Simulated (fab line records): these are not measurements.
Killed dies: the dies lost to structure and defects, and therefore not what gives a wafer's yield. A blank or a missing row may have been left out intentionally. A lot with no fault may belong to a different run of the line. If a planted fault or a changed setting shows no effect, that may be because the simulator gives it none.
Which tool did it? -- flow berkeleyCmos170 -- Sampling: 15 lots, 45 wafers, 6 of 331 route steps

## WHAT THE GAUGES SHOWED, per wafer
UCB170_PLDD_OVL_MEAS_07. Usual: for PLDD_OVL the level is 0 nm and the standard deviation is 5.2.
lot,measured,on,PLDD_OVL (nm),flag
L836,day 8 01:36,overlay-02,3 -7 -6,
L837,day 8 13:37,overlay-02,-3 -9 -3,
L838,day 8 13:52,overlay-01,7 -3 4,
L840,day 9 01:32,overlay-02,5 -11 -3,
L843,day 9 18:53,overlay-02,-2 -1 4,
L844,day 9 19:57,overlay-02,6 7 4,
L842,day 9 19:43,overlay-01,4 5 -5,
L846,day 9 20:20,overlay-01,5 -2 2,
L847,day 10 09:27,overlay-02,0 -4 -4,
L849,day 10 22:23,overlay-01,0 8 4,
L853,day 10 22:40,overlay-01,-6 -2 -1,
L854,day 11 06:49,overlay-01,11 0 0,
L855,day 11 07:00,overlay-02,-2 -2 -2,
L856,day 11 22:20,overlay-01,-2 8 2,
L859,day 12 10:14,overlay-01,-7 -11 -10,

UCB170_PSD_TW_MEAS_10. Usual: for PSD_TW the level is 2346 and the standard deviation is 20.
lot,measured,on,PSD_TW,flag
L836,day 8 11:23,filmMetro-03,2309 2318 2310,
L837,day 9 00:31,filmMetro-01,2358 2357 2355,
L838,day 9 00:48,filmMetro-04,2374 2381 2373,
L840,day 9 13:08,filmMetro-01,2343 2352 2342,
L843,day 10 03:10,filmMetro-03,2321 2325 2333,
L844,day 10 06:52,filmMetro-03,30 30 30,OFF
L842,day 10 06:31,filmMetro-04,30 30 31,OFF
L846,day 10 06:47,filmMetro-04,31 31 31,OFF
L847,day 10 20:32,filmMetro-03,2319 2325 2329,
L849,day 11 08:44,filmMetro-04,2350 2351 2366,
L853,day 11 09:17,filmMetro-01,2351 2355 2353,
L854,day 11 20:05,filmMetro-04,2364 2361 2359,
L855,day 11 19:59,filmMetro-01,2349 2350 2353,
L856,day 12 10:55,filmMetro-01,2358 2346 2355,
L859,day 12 19:36,filmMetro-04,2351 2369 2355,

## EACH LOT AND THE TOOL THAT RAN IT (in order: tool; ch and the chambers of the sampled wafers; start)
lot,UCB170_GATE_STRIP_16,UCB170_NLDD_STRIP_10,UCB170_SPACER_CVD_00,UCB170_PSD_STRIP_09
L836,"plasmaAsher-02 ch 0,1, day 7 23:37","plasmaAsher-04 ch 0,1, day 8 05:53","pecvd-03 ch 1,2, day 8 06:21","plasmaAsher-03 ch 0,1, day 8 11:17"
L837,"plasmaAsher-02 ch 0,1, day 8 11:54","plasmaAsher-04 ch 0,1, day 8 15:53","pecvd-03 ch 1,2, day 8 16:14","plasmaAsher-01 ch 0,1, day 9 00:25"
L838,"plasmaAsher-01 ch 0,1, day 8 12:09","plasmaAsher-02 ch 0,1, day 8 16:08","pecvd-04 ch 0,1, day 8 16:28","plasmaAsher-03 ch 0,1, day 9 00:41"
L840,"plasmaAsher-02 ch 0,1, day 8 22:25","plasmaAsher-03 ch 0,1, day 9 03:47","pecvd-01 ch 1,2, day 9 04:07","plasmaAsher-01 ch 0,1, day 9 13:02"
L843,"plasmaAsher-01 ch 0,1, day 9 16:50","plasmaAsher-03 ch 0,1, day 9 21:45","pecvd-01 ch 0,1,2, day 9 22:16","plasmaAsher-03 ch 0,1, day 10 03:04"
L844,"plasmaAsher-04 ch 0,1, day 9 16:57","plasmaAsher-02 ch 0,1, day 9 23:54","pecvd-04 ch 0,2, day 10 00:43","plasmaAsher-01 ch 0,1, day 10 06:46"
L842,"plasmaAsher-02 ch 0,1, day 9 17:11","plasmaAsher-03 ch 0,1, day 9 23:52","pecvd-03 ch 0,1, day 10 00:22","plasmaAsher-03 ch 0,1, day 10 06:25"
L846,"plasmaAsher-01 ch 0,1, day 9 17:35","plasmaAsher-04 ch 0,1, day 10 00:58","pecvd-01 ch 0,1,2, day 10 02:16","plasmaAsher-02 ch 0,1, day 10 06:41"
L847,"plasmaAsher-01 ch 0,1, day 10 04:35","plasmaAsher-02 ch 0,1, day 10 11:26","pecvd-04 ch 0,2, day 10 11:49","plasmaAsher-01 ch 0,1, day 10 20:26"
L849,"plasmaAsher-02 ch 0,1, day 10 19:52","plasmaAsher-03 ch 0,1, day 11 01:42","pecvd-03 ch 0,1,2, day 11 02:02","plasmaAsher-03 ch 0,1, day 11 08:38"
L853,"plasmaAsher-04 ch 0,1, day 10 19:53","plasmaAsher-03 ch 0,1, day 11 02:16","pecvd-03 ch 0,1,2, day 11 02:40","plasmaAsher-02 ch 0,1, day 11 09:11"
L854,"plasmaAsher-01 ch 0, day 11 04:41","plasmaAsher-04 ch 0,1, day 11 10:34","pecvd-01 ch 0,2, day 11 10:54","plasmaAsher-03 ch 0, day 11 19:59"
L855,"plasmaAsher-02 ch 0,1, day 11 04:51","plasmaAsher-03 ch 1, day 11 11:11","pecvd-03 ch 0,1, day 11 11:31","plasmaAsher-02 ch 0,1, day 11 19:52"
L856,"plasmaAsher-01 ch 0,1, day 11 20:17","plasmaAsher-03 ch 0,1, day 12 00:33","pecvd-04 ch 0,2, day 12 00:53","plasmaAsher-01 ch 0,1, day 12 10:48"
L859,"plasmaAsher-01 ch 0,1, day 12 07:45","plasmaAsher-03 ch 0,1, day 12 14:13","pecvd-04 ch 0,2, day 12 14:34","plasmaAsher-03 ch 0,1, day 12 19:31"
- UCB170_GATE_STRIP_16: strips in O2.
- UCB170_NLDD_STRIP_10: strips in O2.
- UCB170_SPACER_CVD_00: deposits SiO2 from TEOS/O2, target thk 376 nm, time 47 s.
- UCB170_PSD_STRIP_09: strips in O2.

## AS READ BY THE TOOLS THEMSELVES (means over the sampled wafers that have a number; for cases with no such wafer, the mark the record gives instead)
UCB170_GATE_STRIP_16. Usual: chamberPressureMTorr 3499.8 mTorr, standard deviation 2.9; drypumpMotorCurrentA 5.3 A, standard deviation 0.43; oesProductAu 0.725 a.u., standard deviation 0.0046.
lot,tool,chamberPressureMTorr (mTorr),drypumpMotorCurrentA (A),oesProductAu (a.u.),flag
L836,plasmaAsher-02,3499.4,5.1,0.726,
L837,plasmaAsher-02,3496.4,5.4,0.726,
L838,plasmaAsher-01,3500.7,5.1,0.729,
L840,plasmaAsher-02,3499.5,5.4,0.725,
L843,plasmaAsher-01,3500.2,5.1,0.721,
L844,plasmaAsher-04,3499.7,5.6,0.727,
L842,plasmaAsher-02,3502.4,5.4,0.723,
L846,plasmaAsher-01,3499.1,5.1,0.726,
L847,plasmaAsher-01,3497.8,5.1,0.726,
L849,plasmaAsher-02,3502.3,5.1,0.724,
L853,plasmaAsher-04,3501.8,5.9,0.723,
L854,plasmaAsher-01,3500.0,5.0,0.727,
L855,plasmaAsher-02,3501.3,5.1,0.724,
L856,plasmaAsher-01,3500.9,5.1,0.727,
L859,plasmaAsher-01,3496.5,5.2,0.727,

UCB170_NLDD_STRIP_10. Usual: chamberPressureMTorr 3500 mTorr, standard deviation 3.4; drypumpMotorCurrentA 5.6 A, standard deviation 0.57; oesProductAu 0.734 a.u., standard deviation 0.0047; stripTimeToEndpointS 21.62 s, standard deviation 0.059.
lot,tool,chamberPressureMTorr (mTorr),drypumpMotorCurrentA (A),oesProductAu (a.u.),stripTimeToEndpointS (s),flag
L836,plasmaAsher-04,3496,5.9,0.735,21.69,
L837,plasmaAsher-04,3498,5.9,0.731,21.61,
L838,plasmaAsher-02,3499,5.1,0.739,21.61,
L840,plasmaAsher-03,3502,6.0,0.731,21.58,
L843,plasmaAsher-03,3500,6.1,0.735,21.64,
L844,plasmaAsher-02,-,-,-,-,OFF
L842,plasmaAsher-03,-,-,-,-,OFF
L846,plasmaAsher-04,-,-,-,-,OFF
L847,plasmaAsher-02,3501,5.1,0.733,21.72,
L849,plasmaAsher-03,3503,5.6,0.738,21.57,
L853,plasmaAsher-03,3499,5.6,0.739,21.66,
L854,plasmaAsher-04,3499,5.9,0.735,21.59,
L855,plasmaAsher-03,3500,6.5,0.737,21.59,
L856,plasmaAsher-03,3497,6.0,0.740,21.58,
L859,plasmaAsher-03,3499,6.1,0.736,21.60,

UCB170_SPACER_CVD_00. Usual: heaterPowerW 262 W, standard deviation 55; pressureMtorr 9002 mTorr, standard deviation 18.
lot,tool,heaterPowerW (W),pressureMtorr (mTorr),flag
L836,pecvd-03,340,9016,
L837,pecvd-03,309,9010,
L838,pecvd-04,257,9010,
L840,pecvd-01,204,9013,
L843,pecvd-01,211,9014,
L844,pecvd-04,277,8995,
L842,pecvd-03,237,9028,
L846,pecvd-01,236,9020,
L847,pecvd-04,255,9004,
L849,pecvd-03,289,8985,
L853,pecvd-03,303,8998,
L854,pecvd-01,248,9007,
L855,pecvd-03,234,8990,
L856,pecvd-04,252,8994,
L859,pecvd-04,253,9018,

UCB170_PSD_STRIP_09. Usual: chamberPressureMTorr 3500 mTorr, standard deviation 3.2; drypumpMotorCurrentA 5.4 A, standard deviation 0.55; oesProductAu 0.599 a.u., standard deviation 0.0042; stripTimeToEndpointS 29.37 s, standard deviation 0.085.
lot,tool,chamberPressureMTorr (mTorr),drypumpMotorCurrentA (A),oesProductAu (a.u.),stripTimeToEndpointS (s),flag
L836,plasmaAsher-03,3499,6.1,0.600,29.42,
L837,plasmaAsher-01,3506,5.1,0.600,29.43,
L838,plasmaAsher-03,3502,6.0,0.600,29.42,
L840,plasmaAsher-01,3500,5.2,0.598,29.34,
L843,plasmaAsher-03,3496,6.0,0.602,29.40,
L844,plasmaAsher-01,3502,5.2,0.665,55.43,OFF
L842,plasmaAsher-03,3501,6.0,0.659,55.40,OFF
L846,plasmaAsher-02,3501,5.1,0.663,55.59,OFF
L847,plasmaAsher-01,3501,5.2,0.608,29.55,
L849,plasmaAsher-03,3498,5.6,0.602,29.39,
L853,plasmaAsher-02,3500,5.4,0.600,29.41,
L854,plasmaAsher-03,3502,5.2,0.598,29.47,
L855,plasmaAsher-02,3501,5.4,0.598,29.32,
L856,plasmaAsher-01,3497,5.1,0.599,29.30,
L859,plasmaAsher-03,3501,5.6,0.597,29.31,

## THE ANSWER, worked out from the rows above alone
Rule: lot off if the mean of its wafers having a number is beyond 3 standard deviations from the usual mean. A lot without any number at a reading at which 4 lots or more have one is off too. Where the step has rows for the other lots, those lots are counted as sound. After the gauges, taken in route order, come the tools' own readings; for these a lot's mean is taken, as printed above. At the first step where some lot is off, the reading lying furthest off is the one used; lots without a number count as furthest.
Off: L844, L842, L846, seen at UCB170_PSD_TW_MEAS_10 (PSD_TW).
If a tool, at a process step before that reading, ran all the lots that are off and no sound lot after the first of them, it fits. The gauges at UCB170_PSD_TW_MEAS_10 aren't tried: what is off there is off at UCB170_NLDD_STRIP_10 too, on other tools, and a gauge's error can't cause that. Not one of the candidates tried fits.

## WHAT THE SIMULATOR HAD PUT IN
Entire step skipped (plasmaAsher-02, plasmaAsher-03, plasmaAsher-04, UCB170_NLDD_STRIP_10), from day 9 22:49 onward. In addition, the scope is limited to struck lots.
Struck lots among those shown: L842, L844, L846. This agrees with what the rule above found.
